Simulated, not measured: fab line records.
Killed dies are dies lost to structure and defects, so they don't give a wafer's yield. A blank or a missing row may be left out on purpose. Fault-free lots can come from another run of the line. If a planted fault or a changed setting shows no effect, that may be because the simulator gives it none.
Split-lot experiment | flow rit_cmos | 23 wafers read from 5 lots, route of 202 steps

== THE SPLIT ==
At RIT_NSD_IMPLANT_08, the setting energy_kev was moved away from the recipe's 25 on 6 of the 23 wafers read, by -5.6% to +5.6%. The other wafers ran this setting at the recipe's value.

== THE PATH FROM SPLIT TO READING: the file shows 1 step between them ==
- RIT_NSD_STRIP_09: strips in O2, time 180 s

== THE READING ==
NSD_TW, at RIT_NSD_TW_MEAS_10. On this fab line, fault-free wafers typically give 3087 with a standard deviation of 20.

wafer  | tool, chamber at the split | energy_kev as run | against the recipe | NSD_TW | against lot-mates on the recipe
L075.2 | implanter-01, 0            | 26.39             | +5.6%              | 3124   | +52
L075.3 | implanter-01, 0            | 26.39             | +5.6%              | 3121   | +48
L075.4 | implanter-01, 0            | 26.39             | +5.6%              | 3095   | +22
L075.5 | implanter-01, 0            | 25                | recipe             | 3070   | -
L075.6 | implanter-01, 0            | 25                | recipe             | 3075   | -
L076.1 | implanter-01, 0            | 23.61             | -5.6%              | 3061   | -52
L076.2 | implanter-01, 0            | 25                | recipe             | 3114   | -
L076.3 | implanter-01, 0            | 23.61             | -5.6%              | 3056   | -56
L076.4 | implanter-01, 0            | 23.61             | -5.6%              | 3069   | -44
L076.5 | implanter-01, 0            | 25                | recipe             | 3111   | -
L078.1 | implanter-02, 0            | 25                | recipe             | 3076   | -
L078.2 | implanter-02, 0            | 25                | recipe             | 3075   | -
L078.3 | implanter-02, 0            | 25                | recipe             | 3063   | -
L078.4 | implanter-02, 0            | 25                | recipe             | 3072   | -
L078.6 | implanter-02, 0            | 25                | recipe             | 3058   | -
L081.2 | implanter-02, 0            | 25                | recipe             | 3114   | -
L081.3 | implanter-02, 0            | 25                | recipe             | 3109   | -
L081.5 | implanter-02, 0            | 25                | recipe             | 3117   | -
L082.1 | implanter-04, 0            | 25                | recipe             | 3084   | -
L082.2 | implanter-04, 0            | 25                | recipe             | 3091   | -
L082.4 | implanter-04, 0            | 25                | recipe             | 3091   | -
L082.5 | implanter-04, 0            | 25                | recipe             | 3087   | -
L082.6 | implanter-04, 0            | 25                | recipe             | 3101   | -

FIT RESULTS
A straight line over all 23 wafers: NSD_TW changes by +4.62 for each +1% of energy_kev; r = +0.61; the points scatter about the line by 18.
The same after taking each lot's own level away (the mean of its wafers on the recipe; 23 wafers): +8.21 for each +1%; r = +0.96; scatter 7.4.
That fit puts the effect of the largest move of energy_kev on the reading at 46.
The lots' own levels span 3068.8 to 3113.3, that is 2.2 times the standard deviation above.
So the lot-to-lot level blurs the effect unless lot-mates are compared.
Check: with one of the wafers moved furthest among these (+5.6%) left out of the fit, the line predicts +42.5 for it against its lot-mates. It came out at +51.5 against them.

== ADDITIONAL SPLITS CARRIED BY THESE WAFERS ==
Other splits were also applied to these wafers ahead of the reading. Each is held against what the fit with the lots' levels taken away leaves over:
other split on the same wafers       | wafers away from the commonest value | r with NSD_TW (lot level and that fit taken away)
RIT_ACTIVE_EXPOSE_08 dose_mj         | 4                                    | +0.10
RIT_ACTIVE_DEVELOP_10 develop_time_s | 9                                    | -0.04
RIT_PRETRO_IMPLANT_08 energy_kev     | 8                                    | +0.14
RIT_GATE_CVD_08 pressure_mtorr       | 15                                   | +0.04
RIT_GATE_COAT_11 resist_thk_nm       | 7                                    | -0.07
RIT_NLDD_IMPLANT_08 dose_cm2         | 8                                    | +0.54
RIT_PLDD_IMPLANT_08 dose_cm2         | 8                                    | -0.26

== THE WHOLE CHAIN: every reading that the file lists as answering this split, in the file's order ==
step               | what it does | reading                                                         | change (the file's fit)                | r (the file's)
RIT_NSD_IMPLANT_08 |              | implant.drp_nm (the simulator's own value, which no gauge read) | +0.0895 nm for each +1% of the setting | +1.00
RIT_NSD_IMPLANT_08 |              | implant.rp_nm (the simulator's own value, which no gauge read)  | +0.219 nm for each +1% of the setting  | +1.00
RIT_NSD_TW_MEAS_10 |              | NSD_TW                                                          | +8.22 for each +1% of the setting      | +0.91

== FILE'S OWN FIT ==
NSD_TW changes by +8.22 for each +1% of energy_kev, r = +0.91.
